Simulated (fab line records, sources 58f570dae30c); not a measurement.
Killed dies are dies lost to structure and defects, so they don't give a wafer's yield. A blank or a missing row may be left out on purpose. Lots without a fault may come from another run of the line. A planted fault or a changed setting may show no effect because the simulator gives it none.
Chamber matching | flow berkeley_cmos170 | UCB170_V2_ETCH_14 on rie_diel-02: 4 sister chambers
The step etches SiO2 in CHF3/CF4/Ar, stops on Al, target depth 1250 nm, time 291 s. 4 wafers are shown with their chamber, then 8 later ones without.

WAFERS WITH THEIR CHAMBER
wafer  | chamber | throttle_valve_pct (%)
L212.6 | 1       | 6.99
L213.4 | 0       | 6.92
L213.6 | 3       | 7.03
L214.2 | 2       | 7.09

WAFERS WITHOUT THEIR CHAMBER
wafer  | throttle_valve_pct (%)
L214.3 | 6.91
L214.4 | 7.01
L222.2 | 7.09
L222.3 | 6.90
L222.4 | 6.99
L225.1 | 7.01
L225.4 | 6.92
L225.5 | 6.99

WHICH CHAMBER EACH WENT THROUGH
wafer  | from the rows above     | in truth
L214.3 | 0                       | 0
L214.4 | can't be placed: 1 or 3 | 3
L222.2 | 2                       | 2
L222.3 | 0                       | 0
L222.4 | 1                       | 1
L225.1 | can't be placed: 1 or 3 | 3
L225.4 | 0                       | 0
L225.5 | 1                       | 1
Placed correctly: 6 of 8. Can't be placed from these rows: 2 (the true chamber is among the candidates in 2). Placed wrongly: 0.
How it was worked out, from the rows above alone: a wafer's distance from a chamber is the root of the sum, over the readings, of the square of ((its reading less the chamber's mean) divided by the reading's scatter). The wafer belongs to the nearest chamber; if the next one is less than 2 further off, it can't be placed. A chamber's mean is the mean of its shown wafers. The scatter: with one shown wafer a chamber, the root of the mean of the squares of how far each hidden wafer lies from its nearest shown one.
